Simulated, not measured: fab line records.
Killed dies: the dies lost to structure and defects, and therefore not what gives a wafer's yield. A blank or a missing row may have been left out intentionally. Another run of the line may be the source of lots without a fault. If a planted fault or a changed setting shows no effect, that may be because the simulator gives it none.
One fault through the eyes of 2 desks :: flow berkeley cmos170 :: what lay behind the numbers comes last; until then each desk has only its own

THE METROLOGY DESK
What the gauges read, lot by lot, whatever tool the lot ran on: means of the sampled wafers that have a number. The brackets show how far a lot's mean lies from the usual mean; more than 4 standard deviations puts the lot out of limits, marked OUT.
Columns: A = PWELL_OVL at UCB170_PWELL_OVL_MEAS_13, usual -1 nm; B = PWELL_TW at UCB170_PWELL_TW_MEAS_17, usual 376.2; C = WELLDRIVE_OXIDE_THK at UCB170_WELLDRIVE_THK_MEAS_02, usual 199 nm
lot: L201
first seen here: day 3 08:28
A: -6
B: 374.7
C: 198

lot: L208
first seen here: day 5 00:17
A: 1
B: 375.1
C: 195

lot: L215
first seen here: day 6 04:15
A: -1
B: 377.4
C: 210

lot: L216
first seen here: day 6 08:20
A: 0
B: 374.1
C: 207

lot: L217
first seen here: day 6 14:33
A: -11
B: 375.5
C: 205

lot: L219
first seen here: day 6 22:30
A: 4
B: 374.6
C: 198

lot: L220
first seen here: day 7 03:22
A: -1
B: 376.3
C: 202
This desk's finding: nothing out of limits on any of the 7 lots.

AT THE TOOL OWNER'S DESK: furnace-01
The tool's own readings at UCB170_WELLDRIVE_OXIDATION_01 (target thk 199 nm, ox time 9000 s): means of the sampled wafers that have a number, for each lot that ran on this tool. The brackets show how far a lot's mean lies from the usual mean; more than 4 standard deviations puts the lot out of limits, marked OUT.
Columns: A = spike tc centre C at UCB170_WELLDRIVE_OXIDATION_01, usual 1103.2 C; B = tube center temp C at UCB170_WELLDRIVE_OXIDATION_01, usual 1100.0 C; C = zone power centre pct at UCB170_WELLDRIVE_OXIDATION_01, usual 57 %
lot: L208
first seen here: day 5 10:49
A: 1103.6
B: 1100.0
C: 54

lot: L215
first seen here: day 6 12:09
A: 1130.7 (+21) OUT
B: 1099.9
C: 68

lot: L216
first seen here: day 6 15:39
A: 1131.1 (+21) OUT
B: 1099.9
C: 69

lot: L217
first seen here: day 6 23:11
A: 1131.4 (+22) OUT
B: 1100.1
C: 70 (+4.1) OUT
This desk's verdict: out of limits on L215, L216, L217, starting with L215 at day 6 12:09 (spike tc centre C at UCB170_WELLDRIVE_OXIDATION_01). Within limits: L208.

TAKEN TOGETHER
The tool owner's desk could have raised an alarm at day 6 12:09, on L215, L216, L217.
From the metrology desk's view, nothing was out of limits.
The metrology desk holds a record of L215, L216, L217, inside its limits.
Every lot named ran UCB170_WELLDRIVE_OXIDATION_01 on furnace-01.

WHAT THE SIMULATOR HAD PUT IN
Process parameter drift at UCB170_WELLDRIVE_OXIDATION_01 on furnace-01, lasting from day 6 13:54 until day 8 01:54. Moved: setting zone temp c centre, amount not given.
Shown lots that were struck: L215, L216, L217.
